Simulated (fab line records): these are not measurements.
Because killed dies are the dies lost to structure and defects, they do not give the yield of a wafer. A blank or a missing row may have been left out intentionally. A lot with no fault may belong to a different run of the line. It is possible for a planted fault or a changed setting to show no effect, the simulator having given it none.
Comparing a struck lot with a sound one	flow berkeley-cmos170	8 steps out of a route of 331
Sound: the wafers L313.3, L313.4, L313.5. Struck: wafers L323.1, L323.3, L323.4. The cause is named last.
Each step with rows lists, per side, the tool, then ch with its chambers, then its first start. Under that, the readings that differ: sound wafers	struck wafers	difference of the means	sigmas: that difference in standard deviations of wafers without a fault.
alike: readings with means less than 2 such deviations apart, plus words and numbers identical on both sides. not compared: withheld readings, readings lacking a value on some wafer, bounds such as >300 that could conceal the same value, and numbers that have no deviation in the record and whose values overlap.
Wherever a step has rows on one side only, a row that says differs or no value, or a row with sigmas, the two part there. When numbers do not overlap yet have no deviation, they are printed without sigmas and do not part them. A reading missing from all wafers of one side parts the sides only when that side holds two or more wafers.

UCB170_START_BOW_MEAS_00:
  sound: film-metro-01 at day 2 01:02; struck: film-metro-02 at day 4 03:00
  alike: INCOMING_BOW
then, 2 steps without rows for these wafers: UCB170_START_CLEAN_01 (cleans in dHF, time 60 s); UCB170_START_OXIDATION_02 (target thk 20 nm, ox time 1800 s).
UCB170_START_THK_MEAS_03:
  sound: film-metro-03 at day 2 06:59; struck: film-metro-03 at day 4 06:15
reading	sound	struck	difference	sigmas
START_OXIDE_THK (nm)	19.1 19.1 19.2	20.0 20.3 20.3	+1.1	+2
then, 1 step without rows for these wafers: UCB170_START_ANNEAL_04 (time 1200 s).
UCB170_ZERO_HMDS_00: prime time 60 s.
  sound on litho-track-02 ch 0, day 2 12:48; struck on litho-track-04 ch 0, day 4 10:45
reading	sound	struck	difference	sigmas
prime-temp-c (C)	99.80 99.94 99.85	101.39 101.34 101.44	+1.53	+12
  alike: chill-plate-temp-C, resist-line-temp-C
then, 2 steps without rows for these wafers: UCB170_ZERO_COAT_01 (resist thk 900 nm); UCB170_M3_PROBE_99.

## WHERE THEY PART
Earliest at UCB170_START_THK_MEAS_03; latest, in this record, at UCB170_ZERO_HMDS_00.

WHY: whatever the simulator had introduced
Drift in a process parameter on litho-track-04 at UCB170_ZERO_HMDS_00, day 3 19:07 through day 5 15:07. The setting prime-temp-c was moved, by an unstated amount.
